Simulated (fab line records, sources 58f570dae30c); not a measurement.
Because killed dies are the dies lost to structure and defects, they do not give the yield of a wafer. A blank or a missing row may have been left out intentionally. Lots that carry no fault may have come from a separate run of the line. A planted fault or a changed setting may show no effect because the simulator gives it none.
Split-lot study -- flow berkeley-cmos170 -- route with 331 steps; 5 lots, 23 wafers read

== THE SPLIT ITSELF ==
At UCB170_SCREENOX_OXIDATION_01 (target thk 14.4 nm, ox time 2400 s), the setting ox-time-s was moved away from the recipe's 2400 s on 15 of the 23 wafers read, by -12.9% to +14.0%. The other wafers ran this setting at the recipe's value.

There is no step in the file separating the split from the reading.

== THE READING ==
SCREENOX_OXIDE_THK (nm), taken at UCB170_SCREENOX_THK_MEAS_02. On this fab line, fault-free wafers typically give 14.38 nm with a standard deviation of 0.26 nm.

wafer,"tool, chamber at the split","ox-time-s as run, s",against the recipe,"SCREENOX_OXIDE_THK, nm",against lot-mates on the recipe
L074.1,"furnace-04, 0",2400,recipe,14.54,-
L074.3,"furnace-04, 0",2400,recipe,14.36,-
L074.6,"furnace-04, 0",2400,recipe,14.45,-
L075.1,"-, -",2400,recipe,14.24,-
L075.2,"-, -",2400,recipe,14.12,-
L075.3,"-, -",2400,recipe,14.37,-
L075.5,"-, -",2400,recipe,14.02,-
L075.6,"-, -",2400,recipe,14.24,-
L080.1,"-, -",2090,-12.9%,12.85,no lot-mate on the recipe
L080.2,"-, -",2090,-12.9%,12.91,no lot-mate on the recipe
L080.3,"-, -",2090,-12.9%,12.81,no lot-mate on the recipe
L080.4,"-, -",2090,-12.9%,13.04,no lot-mate on the recipe
L080.6,"-, -",2090,-12.9%,12.94,no lot-mate on the recipe
L081.1,"-, -",2693,+12.2%,15.60,no lot-mate on the recipe
L081.2,"-, -",2693,+12.2%,15.61,no lot-mate on the recipe
L081.3,"-, -",2693,+12.2%,15.49,no lot-mate on the recipe
L081.4,"-, -",2693,+12.2%,15.71,no lot-mate on the recipe
L081.5,"-, -",2693,+12.2%,15.62,no lot-mate on the recipe
L082.1,"-, -",2736,+14.0%,15.49,no lot-mate on the recipe
L082.2,"-, -",2736,+14.0%,15.50,no lot-mate on the recipe
L082.3,"-, -",2736,+14.0%,15.41,no lot-mate on the recipe
L082.4,"-, -",2736,+14.0%,15.54,no lot-mate on the recipe
L082.6,"-, -",2736,+14.0%,15.16,no lot-mate on the recipe

FIT RESULTS
A straight line over all 23 wafers: SCREENOX_OXIDE_THK changes by +0.0985 nm for each +1% of ox-time-s; r = +0.98; the points scatter about the line by 0.19 nm.
Too few moved wafers have a lot-mate on the recipe to fit a line with each lot's own level taken away.

== THE WHOLE CHAIN: every reading that the file lists as answering this split, in the file's order ==
step,what it does,reading,change (the file's fit),r (the file's)
UCB170_SCREENOX_OXIDATION_01,"target thk 14.4 nm, ox time 2400 s","SiO2_of_SCREENOX_OXIDATION_01.thk-nm (the simulator's own value, which no gauge read)",+0.0984 nm for each +1% of the setting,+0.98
UCB170_SCREENOX_THK_MEAS_02,,SCREENOX_OXIDE_THK,+0.0985 for each +1% of the setting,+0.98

== THE FILE'S OWN FIT ==
SCREENOX_OXIDE_THK changes by +0.0985 nm for each +1% of ox-time-s, r = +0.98.
